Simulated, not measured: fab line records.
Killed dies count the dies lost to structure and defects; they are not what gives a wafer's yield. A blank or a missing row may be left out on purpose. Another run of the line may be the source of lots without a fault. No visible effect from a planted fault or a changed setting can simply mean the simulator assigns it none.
Matching of chambers -- flow rit-cmos -- 4 sister chambers for RIT_GATE_ETCH_19 on rie-si-02
The step etches poly-Si in SF6/CHF3/O2, stops on SiO2, time 165 s, target depth 312.5 nm. 8 wafers are shown with their chamber, then 7 later ones without.

## EACH WAFER AND ITS CHAMBER
wafer,chamber,drypump-motor-current-A (A),throttle-valve-pct (%)
L728.3,2,6.7,10.49
L730.1,3,5.7,10.25
L732.6,3,5.7,10.26
L734.1,2,6.7,10.49
L734.2,1,4.9,10.16
L738.1,0,5.7,10.09
L738.3,1,4.9,10.15
L738.5,0,5.6,10.10

## WAFERS MISSING THEIR CHAMBER
wafer,drypump-motor-current-A (A),throttle-valve-pct (%)
L740.2,5.0,10.15
L740.4,5.7,10.25
L740.5,6.7,10.48
L748.1,6.7,10.49
L748.6,4.9,10.15
L750.1,6.7,10.51
L750.4,4.9,10.14

## WHICH CHAMBER EACH WENT THROUGH
wafer,from the rows above,in truth
L740.2,1,1
L740.4,3,3
L740.5,2,2
L748.1,2,2
L748.6,1,1
L750.1,2,2
L750.4,1,1
Correct placement for 7 of the 7. Number that these rows cannot place: 0. Placed wrongly: 0.
How it was worked out, from the rows above alone: a wafer's distance from a chamber is the root of the sum, over the readings, of the square of ((its reading less the chamber's mean) divided by the reading's scatter). The wafer belongs to the nearest chamber; if the next one is less than 2 further off, it can't be placed. The mean given for a chamber averages the wafers shown for that chamber. How the scatter is found: for the shown wafers, subtract from each reading the mean of its chamber, square and add these, divide the total by (wafers less chambers), then take the root.
